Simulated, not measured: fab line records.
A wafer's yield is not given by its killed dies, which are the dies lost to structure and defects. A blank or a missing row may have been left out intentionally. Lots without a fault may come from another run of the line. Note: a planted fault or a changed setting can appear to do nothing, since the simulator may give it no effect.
Which tool is to blame? / flow berkeley cmos170 / Sampling: 7 lots, 21 wafers, 2 of 331 route steps

## WHAT THE GAUGES SHOWED, per wafer
UCB170_V1_CD_MEAS_12 targets a cd of 700 nm.
lot=L578; measured=day 8 01:29; on=cd sem-02; cd nm (nm)=700.1 700.8 701.1
lot=L582; measured=day 8 11:39; on=cd sem-01; cd nm (nm)=696.1 696.8 696.0
lot=L587; measured=day 9 00:38; on=cd sem-02; cd nm (nm)=708.2 707.6 707.5 708.2 707.5 707.6
lot=L593; measured=day 10 12:46; on=cd sem-02; cd nm (nm)=701.1 700.6 698.7
lot=L599; measured=day 11 16:43; on=cd sem-02; cd nm (nm)=699.4 700.7 699.4
lot=L600; measured=day 11 17:18; on=cd sem-01; cd nm (nm)=698.2 698.4 698.6
lot=L601; measured=day 11 23:26; on=cd sem-01; cd nm (nm)=698.9 699.5 699.9

## WHICH TOOL RAN EACH LOT (tool, then ch and the chambers of the sampled wafers, then the start)
lot=L578; UCB170_V1_SOFTBAKE_08=litho track-03 ch 0, day 8 00:37
lot=L582; UCB170_V1_SOFTBAKE_08=litho track-03 ch 0, day 8 10:30
lot=L587; UCB170_V1_SOFTBAKE_08=litho track-03 ch 0, day 8 23:59
lot=L593; UCB170_V1_SOFTBAKE_08=litho track-04 ch 0, day 10 11:37
lot=L599; UCB170_V1_SOFTBAKE_08=litho track-03 ch 0, day 11 16:01
lot=L600; UCB170_V1_SOFTBAKE_08=litho track-01 ch 0, day 11 16:37
lot=L601; UCB170_V1_SOFTBAKE_08=litho track-01 ch 0, day 11 22:13
- UCB170_V1_SOFTBAKE_08: time 60 s.

## THE ANSWER, worked out from the rows above alone
Rule: what is usual is taken from the lots themselves. Put in order of their means at a reading, lots are off if they are a third of the lots or fewer, leave a main group of 4 or more, and stand apart from it by a gap of 3 or more times the standard deviation of the main group's means; of several such gaps the widest counts. Not used: any main group whose means are identical at the precision the tables above print for the reading. Also off: a lot with no number at a reading for which 4 or more lots have one. Where the step has rows for the other lots, those lots are counted as sound.
Off: L587, at UCB170_V1_CD_MEAS_12 (cd nm). Mean 699.1 nm and standard deviation 1.4 in the main group.
A tool fits if, at a process step before that reading, it ran every lot that is off, and no sound lot after the first of them. Gauges at UCB170_V1_CD_MEAS_12: tried the same way as those tools. Of those tried, none fits.

## WHAT THE SIMULATOR PUT IN
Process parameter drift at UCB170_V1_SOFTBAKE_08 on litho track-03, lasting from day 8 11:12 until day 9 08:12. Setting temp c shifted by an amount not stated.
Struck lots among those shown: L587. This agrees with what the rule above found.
